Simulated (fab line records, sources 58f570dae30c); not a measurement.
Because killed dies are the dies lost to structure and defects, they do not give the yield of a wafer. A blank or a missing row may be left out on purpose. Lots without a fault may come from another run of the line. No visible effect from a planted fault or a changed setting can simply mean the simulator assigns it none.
What tool caused it?	flow berkeley cmos170	Sampling: 14 lots, 42 wafers, 6 of 331 route steps

## WHAT THE GAUGES SHOWED, per wafer
UCB170_CONTACT_OVL_MEAS_16.
lot	measured	on	CONTACT_OVL (nm)
L554	day 7 11:13	overlay-02	-1 -2 -2
L552	day 7 11:29	overlay-01	-5 4 -4
L553	day 7 11:46	overlay-02	-6 1 6
L556	day 8 04:38	overlay-02	8 -1 3
L559	day 8 04:46	overlay-02	-3 2 4
L561	day 9 03:11	overlay-01	-8 -3 -8
L563	day 9 03:26	overlay-02	7 -8 6
L562	day 9 05:05	overlay-01	1 12 4
L564	day 9 05:36	overlay-01	3 3 7
L566	day 9 22:23	overlay-01	7 6 1
L565	day 9 22:39	overlay-01	-9 -16 -15
L567	day 10 10:43	overlay-02	-6 6 0
L573	day 11 10:38	overlay-01	10 5 6
L574	day 11 14:09	overlay-01	0 2 7

UCB170_M2_CD_MEAS_90: the cd target is 700 nm.
lot	measured	on	cd nm (nm)
L554	day 8 00:52	cd sem-02	701 703 706
L552	day 8 01:08	cd sem-01	695 695 694
L553	day 8 01:15	cd sem-02	701 700 705
L556	day 8 18:59	cd sem-01	703 706 704
L559	day 8 19:48	cd sem-02	694 695 694
L561	day 9 17:41	cd sem-01	701 705 704
L563	day 9 17:38	cd sem-02	708 711 704
L562	day 9 17:45	cd sem-02	695 697 697
L564	day 9 17:56	cd sem-01	705 705 701
L566	day 10 13:53	cd sem-01	697 700 700
L565	day 10 14:13	cd sem-01	699 697 698
L567	day 11 01:04	cd sem-01	703 705 705
L573	day 11 20:58	cd sem-02	- - -
L574	day 12 02:59	cd sem-01	- - -

UCB170_V2_OVL_MEAS_13.
lot	measured	on	V2_OVL (nm)
L554	day 8 04:13	overlay-01	0 -5 -3
L552	day 8 04:23	overlay-02	4 5 0
L553	day 8 04:29	overlay-01	-1 0 -4
L556	day 8 21:56	overlay-01	-12 -5 4
L559	day 8 22:29	overlay-01	6 3 0
L561	day 9 20:07	overlay-02	-2 4 -12
L563	day 9 20:01	overlay-01	-5 -5 -11
L562	day 9 20:22	overlay-01	-3 -8 5
L564	day 9 21:06	overlay-01	-1 11 3
L566	day 10 16:01	overlay-01	-7 7 -3
L565	day 10 16:34	overlay-02	1 -7 -4
L567	day 11 07:28	overlay-01	16 -2 8

## TOOL THAT RAN EACH LOT (tool first, then ch and the chambers of the sampled wafers, then the start)
lot	UCB170_M1_ETCH_11	UCB170_M2_ETCH_17	UCB170_M2_METAL_ETCH_18
L554	rie diel-01 ch 0,1, day 7 13:13	rie diel-01 ch 1, day 8 00:31	rie metal-04 ch 1, day 8 00:35
L552	rie diel-03 ch 1,2,3, day 7 13:27	rie diel-04 ch 1,2,3, day 8 00:37	rie metal-03 ch 0, day 8 00:39
L553	rie diel-02 ch 0,2,3, day 7 13:36	rie diel-03 ch 0,1,3, day 8 00:54	rie metal-02 ch 0,1, day 8 00:56
L556	rie diel-03 ch 0,1,3, day 8 07:15	rie diel-01 ch 0,1,3, day 8 18:40	rie metal-04 ch 0,1, day 8 18:42
L559	rie diel-01 ch 1,2, day 8 07:46	rie diel-04 ch 1,2, day 8 19:16	rie metal-03 ch 0, day 8 19:22
L561	rie diel-02 ch 0,1,3, day 9 05:20	rie diel-03 ch 2,3, day 9 17:20	rie metal-02 ch 0,1, day 9 17:23
L563	rie diel-01 ch 0,1, day 9 05:44	rie diel-04 ch 0,1,3, day 9 17:18	rie metal-04 ch 0,1, day 9 17:20
L562	rie diel-02 ch 1,3, day 9 07:58	rie diel-01 ch 1,2,3, day 9 17:12	rie metal-03 ch 0, day 9 17:14
L564	rie diel-01 ch 0,3, day 9 08:01	rie diel-04 ch 1,2, day 9 17:37	rie metal-02 ch 1, day 9 17:39
L566	rie diel-03 ch 0,1, day 10 01:43	rie diel-03 ch 1,2,3, day 10 12:47	rie metal-03 ch 0, day 10 12:53
L565	rie diel-02 ch 0,2,3, day 10 02:01	rie diel-04 ch 1,2,3, day 10 13:25	rie metal-02 ch 0,1, day 10 13:28
L567	rie diel-01 ch 0,2, day 10 13:39	rie diel-03 ch 1,2,3, day 11 00:44	rie metal-04 ch 0,1, day 11 00:46
L573	rie diel-03 ch 0,2, day 11 12:49	rie diel-04 ch 1,2,3, day 11 20:27	rie metal-03 ch 0, day 11 20:29
L574	rie diel-03 ch 2,3, day 11 16:21	rie diel-04 ch 1,2,3, day 12 02:40	rie metal-02 ch 0,1, day 12 02:42
- UCB170_M1_ETCH_11: etches BARC in N2/H2.
- UCB170_M2_ETCH_17: etches BARC in N2/H2.
- UCB170_M2_METAL_ETCH_18: etches Al in Cl2/BCl3, stops on SiO2, target depth 1170 nm, time 195 s.

## WHAT THE TOOLS THEMSELVES READ (means of the sampled wafers that have a number; where no wafer has one, the mark that the record gives instead)
UCB170_M1_ETCH_11.
lot	tool	bias w (W)	chamber pressure mTorr (mTorr)	drypump motor current A (A)	oes product au (a.u.)	throttle valve pct (%)
L554	rie diel-01	100.07	30.021	5.0	0.977	13.16
L552	rie diel-03	99.89	30.009	5.7	1.009	13.20
L553	rie diel-02	99.80	30.011	6.3	1.009	13.44
L556	rie diel-03	99.78	30.000	5.6	1.012	13.26
L559	rie diel-01	99.89	30.025	4.8	0.990	13.16
L561	rie diel-02	99.93	29.999	5.8	1.002	13.41
L563	rie diel-01	100.06	29.982	5.2	0.976	13.31
L562	rie diel-02	100.23	30.008	5.3	0.984	13.31
L564	rie diel-01	100.03	29.973	5.9	0.982	13.12
L566	rie diel-03	99.95	30.004	5.7	1.016	13.31
L565	rie diel-02	100.05	30.006	6.3	0.998	13.42
L567	rie diel-01	100.21	30.025	5.4	0.995	13.45
L573	rie diel-03	99.89	30.001	5.9	1.005	13.21
L574	rie diel-03	100.16	30.017	6.0	0.998	13.10

UCB170_M2_ETCH_17.
lot	tool	bias w (W)	chamber pressure mTorr (mTorr)	drypump motor current A (A)	oes product au (a.u.)	throttle valve pct (%)
L554	rie diel-01	100.3	30.001	4.6	0.965	13.02
L552	rie diel-04	99.8	30.007	5.4	1.028	13.30
L553	rie diel-03	100.2	30.006	5.6	1.022	13.25
L556	rie diel-01	100.3	29.999	5.4	0.983	13.13
L559	rie diel-04	100.2	30.003	5.5	1.026	13.29
L561	rie diel-03	99.6	29.996	5.8	0.996	13.09
L563	rie diel-04	100.2	30.002	5.2	1.015	13.37
L562	rie diel-01	100.4	29.992	5.3	0.982	13.14
L564	rie diel-04	100.0	29.980	5.5	1.023	13.29
L566	rie diel-03	100.1	29.977	5.7	1.013	13.20
L565	rie diel-04	100.0	30.027	5.3	1.026	13.29
L567	rie diel-03	100.0	30.003	5.7	1.015	13.21
L573	rie diel-04	-	-	-	-	-
L574	rie diel-04	-	-	-	-	-

UCB170_M2_METAL_ETCH_18.
lot	tool	bcl3 flow sccm (sccm)	bias w (W)	drypump motor current A (A)	oes product au (a.u.)	throttle valve pct (%)
L554	rie metal-04	45.05	119.6	5.2	0.852	24.48
L552	rie metal-03	44.85	119.8	5.7	0.866	24.32
L553	rie metal-02	44.88	119.9	5.4	0.849	24.54
L556	rie metal-04	45.14	120.0	5.4	0.846	24.43
L559	rie metal-03	45.06	119.8	5.8	0.867	24.32
L561	rie metal-02	45.01	119.3	5.1	0.849	24.40
L563	rie metal-04	44.90	119.8	5.5	0.852	24.42
L562	rie metal-03	45.00	119.8	5.8	0.867	24.32
L564	rie metal-02	45.00	120.4	4.7	0.855	24.24
L566	rie metal-03	44.99	120.0	5.8	0.861	24.32
L565	rie metal-02	45.02	120.4	5.5	0.850	24.55
L567	rie metal-04	45.03	119.7	5.4	0.849	24.41
L573	rie metal-03	44.94	120.3	5.7	0.380	24.56
L574	rie metal-02	45.06	120.1	5.4	0.371	24.77

## THE ANSWER, worked out from the rows above alone
Rule: usual is defined by the lots themselves. Put in order of their means at a reading, lots are off if they are a third of the lots or fewer, leave a main group of 4 or more, and stand apart from it by a gap of 3 or more times the standard deviation of the main group's means; of several such gaps the widest counts. The tables above print the reading to a certain number of digits; a main group whose means all agree to those digits is not used. A lot without any number at a reading at which 4 lots or more have one is off too. The other lots that the step has rows for count as sound. First the gauges in route order, then the tools' own readings, where a lot's mean is used as printed above. The first step at which some lot is off is used, and at that step the reading that is off furthest; a lot without a number counts as furthest.
Off at UCB170_M2_CD_MEAS_90 (cd nm): L573, L574. Without a number there: L573, L574. The main group has a mean of 701 nm with a standard deviation of 4.1.
A tool fits if, at a process step before that reading, it ran every lot that is off, and no sound lot after the first of them. Not tried: the gauges at UCB170_M2_CD_MEAS_90; whatever is off there is also off at UCB170_M2_ETCH_17, on other tools, and gauge error can't account for it. Can't be told from this: 2 tools fit, rie diel-03 at UCB170_M1_ETCH_11, rie diel-04 at UCB170_M2_ETCH_17.

## WHAT THE SIMULATOR HAD PUT IN
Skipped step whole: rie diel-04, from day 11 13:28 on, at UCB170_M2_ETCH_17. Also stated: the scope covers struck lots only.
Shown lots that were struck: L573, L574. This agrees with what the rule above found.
